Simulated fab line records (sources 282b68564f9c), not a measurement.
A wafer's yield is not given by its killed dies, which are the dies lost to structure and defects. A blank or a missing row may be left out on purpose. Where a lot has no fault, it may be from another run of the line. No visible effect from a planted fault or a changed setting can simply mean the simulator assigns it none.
The same fault as seen by 2 desks :: flow rit-cmos :: numbers are kept per desk, each desk with only its own; the story behind them comes last

== METROLOGY DESK ==
What the gauges read, lot by lot, whatever tool the lot ran on: means of the sampled wafers that have a number. A lot is out of limits, marked OUT, if its mean lies more than 4 standard deviations from the usual mean; the brackets give that distance.
Columns: A = REOX_OXIDE_THK at RIT_REOX_THK_MEAS_04, usual 25.3 nm; B = SPACER_NITRIDE_THK at RIT_SPACER_THK_MEAS_04, usual 247.8 nm
lot: L972
first seen here: day 2 16:37
A: 25.2
B: 247.9

lot: L973
first seen here: day 2 22:13
A: 25.4
B: 247.2

lot: L974
first seen here: day 3 03:04
A: 25.6
B: 250.0

lot: L977
first seen here: day 3 18:04
A: 25.2
B: 249.2

lot: L978
first seen here: day 3 21:52
A: 25.4
B: 246.7

lot: L981
first seen here: day 4 13:03
A: 25.4
B: 225.7 (-8.5) OUT

lot: L982
first seen here: day 4 18:43
A: 25.6
B: 225.9 (-8.4) OUT

lot: L987
first seen here: day 5 23:06
A: 25.4
B: 243.4

lot: L988
first seen here: day 6 01:35
A: 24.7
B: 251.2

lot: L989
first seen here: day 6 05:07
A: 24.8
B: 245.1

lot: L992
first seen here: day 7 01:01
A: 25.4
B: 246.0

lot: L993
first seen here: day 7 06:22
A: 26.1
B: 248.1

lot: L994
first seen here: day 7 08:00
A: 25.9
B: 249.2

lot: L995
first seen here: day 7 13:32
A: 24.5
B: 250.3
Per this desk, out of limits: L981, L982; the first was L981, day 4 20:08 (SPACER_NITRIDE_THK at RIT_SPACER_THK_MEAS_04). L972, L973, L974, L977, L978, L987, L988, L989, L992, L993, L994, L995: within limits.

== DESK OF THE TOOL OWNER: lpcvd-01 ==
The tool's own readings at RIT_SPACER_CVD_03 (deposits Si3N4 from SiH2Cl2/NH3, target thk 250 nm, time 3300 s): means of the sampled wafers that have a number, for each lot that ran on this tool. A lot is out of limits, marked OUT, if its mean lies more than 4 standard deviations from the usual mean; the brackets give that distance.
Columns: A = zone-power-load-pct at RIT_SPACER_CVD_03, usual 19.4 %
lot: L974
first seen here: day 3 06:25
A: 21.2

lot: L977
first seen here: day 3 21:29
A: 21.2

lot: L978
first seen here: day 4 01:25
A: 21.2

lot: L981
first seen here: day 4 17:14
A: 21.3

lot: L982
first seen here: day 4 22:07
A: 21.5
This desk's finding: nothing out of limits on any of the 5 lots.

== TAKEN TOGETHER ==
At day 4 20:08 the metrology desk could have sounded an alarm, on L981, L982.
The tool owner's desk saw nothing out of limits.
Tool owner's desk: L981, L982 on record, inside its limits.
The lots listed all ran RIT_SPACER_CVD_03 on lpcvd-01.

== WHAT THE SIMULATOR HAD PUT IN ==
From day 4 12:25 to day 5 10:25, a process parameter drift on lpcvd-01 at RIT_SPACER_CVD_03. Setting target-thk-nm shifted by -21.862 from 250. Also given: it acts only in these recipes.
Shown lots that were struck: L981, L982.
Per desk, hours elapsed from the start of the fault to the first reading out of limits: for the metrology desk, 8.
